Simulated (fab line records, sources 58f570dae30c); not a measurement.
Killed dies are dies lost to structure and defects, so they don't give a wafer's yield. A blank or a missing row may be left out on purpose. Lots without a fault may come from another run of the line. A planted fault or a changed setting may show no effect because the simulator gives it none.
Split-lot experiment | flow berkeley_cmos170 | 5 lots, 23 wafers read, on a route of 331 steps

THE SPLIT
At UCB170_ACTIVE_COAT_08 (resist thk 900 nm), the setting resist_thk_nm was moved away from the recipe's 900 nm on 5 of the 23 wafers read, by -2.1% to +3.9%. The other wafers ran this setting at the recipe's value.

FROM THE SPLIT TO THE READING: what the file shows between them, 2 steps
- UCB170_ACTIVE_SOFTBAKE_09: time 60 s
- UCB170_ACTIVE_EXPOSE_10: exposes mask ACTIVE, target cd 1200 nm

THE READING
KrF_of_ACTIVE_COAT_08.thk_nm (the simulator's own value, which no gauge read), in nm, at UCB170_ACTIVE_ETCH_15 (etches Si3N4 in CH3F/Ar/O2, stops on SiO2, target depth 242 nm, time 151 s). The file gives no usual value for it. The 18 wafers here that ran the recipe average 724.1 nm, standard deviation 3.1 nm.

wafer  | tool, chamber at the split | resist_thk_nm as run, nm | against the recipe | KrF_of_ACTIVE_COAT_08.thk_nm, nm | against lot-mates on the recipe
L074.1 | litho_track-02, 0          | 900                      | recipe             | 733.4                            | -
L074.2 | litho_track-02, 0          | 900                      | recipe             | 722.8                            | -
L074.4 | litho_track-02, 0          | 935.5                    | +3.9%              | 760.8                            | +33.8
L074.5 | litho_track-02, 0          | 935.5                    | +3.9%              | 763.4                            | +36.4
L074.6 | litho_track-02, 0          | 900                      | recipe             | 724.9                            | -
L075.1 | litho_track-02, 0          | 900                      | recipe             | 722.8                            | -
L075.2 | litho_track-02, 0          | 900                      | recipe             | 722                              | -
L075.4 | litho_track-02, 0          | 900                      | recipe             | 722.3                            | -
L075.5 | litho_track-02, 0          | 900                      | recipe             | 724.5                            | -
L075.6 | litho_track-02, 0          | 900                      | recipe             | 723.2                            | -
L079.2 | litho_track-03, 0          | 900                      | recipe             | 723.7                            | -
L079.4 | litho_track-03, 0          | 900                      | recipe             | 725.8                            | -
L079.5 | litho_track-03, 0          | 900                      | recipe             | 725.6                            | -
L078.1 | litho_track-02, 0          | 900                      | recipe             | 727.9                            | -
L078.3 | litho_track-02, 0          | 880.8                    | -2.1%              | 714.2                            | -13.0
L078.4 | litho_track-02, 0          | 880.8                    | -2.1%              | 707.4                            | -19.8
L078.5 | litho_track-02, 0          | 880.8                    | -2.1%              | 710.4                            | -16.8
L078.6 | litho_track-02, 0          | 900                      | recipe             | 726.5                            | -
L083.2 | litho_track-03, 0          | 900                      | recipe             | 721.6                            | -
L083.3 | litho_track-03, 0          | 900                      | recipe             | 721.8                            | -
L083.4 | litho_track-03, 0          | 900                      | recipe             | 725.4                            | -
L083.5 | litho_track-03, 0          | 900                      | recipe             | 721.1                            | -
L083.6 | litho_track-03, 0          | 900                      | recipe             | 718.6                            | -

THE FIT
A straight line over all 23 wafers: KrF_of_ACTIVE_COAT_08.thk_nm changes by +8.58 nm for each +1% of resist_thk_nm; r = +0.96; the points scatter about the line by 3.7 nm.
The same after taking each lot's own level away (the mean of its wafers on the recipe; 23 wafers): +8.53 nm for each +1%; r = +0.98; scatter 2.5 nm.
On that fit, the largest move of resist_thk_nm shifts the reading by 34 nm.
The lots' own levels span 721.70 to 727.20 nm, that is 1.8 times the standard deviation above.
So the lot-to-lot level changes the slope little: the two slopes agree.
Check: with one of the wafers moved furthest among these (+3.9%) left out of the fit, the line predicts +34.1 nm for it against its lot-mates. It came out at +33.8 nm against them.

OTHER SPLITS ON THESE WAFERS
These wafers also went through other splits before the reading. Each is held against what the fit with the lots' levels taken away leaves over:
other split on the same wafers          | wafers away from the commonest value | r with KrF_of_ACTIVE_COAT_08.thk_nm (lot level and that fit taken away)
UCB170_ZERO_COAT_01 spin_rpm            | 10                                   | -0.28
UCB170_ZERO_DEVELOP_05 develop_time_s   | 11                                   | +0.14
UCB170_NWELL_CVD_04 sih2cl2_flow_sccm   | 18                                   | +0.00
UCB170_PWELL_OXIDATION_02 ox_time_s     | 15                                   | +0.06
UCB170_PWELL_PEB_11 peb_temp_c          | 4                                    | -0.03
UCB170_WELLDRIVE_OXIDATION_01 ox_time_s | 10                                   | -0.08
UCB170_ACTIVE_OXIDATION_02 ox_time_s    | 18                                   | +0.02

THE WHOLE CHAIN: every reading that the file lists as answering this split, in the file's order
step                   | what it does                                                               | reading                                                                       | change (the file's fit)              | r (the file's)
UCB170_ACTIVE_COAT_08  | resist thk 900 nm                                                          | KrF_of_ACTIVE_COAT_08.thk_nm (the simulator's own value, which no gauge read) | +8.71 nm for each +1% of the setting | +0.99
UCB170_ACTIVE_ETCH_15  | etches Si3N4 in CH3F/Ar/O2, stops on SiO2, target depth 242 nm, time 151 s | KrF_of_ACTIVE_COAT_08.thk_nm (the simulator's own value, which no gauge read) | +8.63 nm for each +1% of the setting | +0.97
UCB170_ACTIVE_STRIP_16 | strips in O2                                                               | strip_time_to_endpoint_s                                                      | withheld for each +1% of the setting | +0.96

THE FILE'S OWN FIT
KrF_of_ACTIVE_COAT_08.thk_nm changes by +8.63 nm for each +1% of resist_thk_nm, r = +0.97.
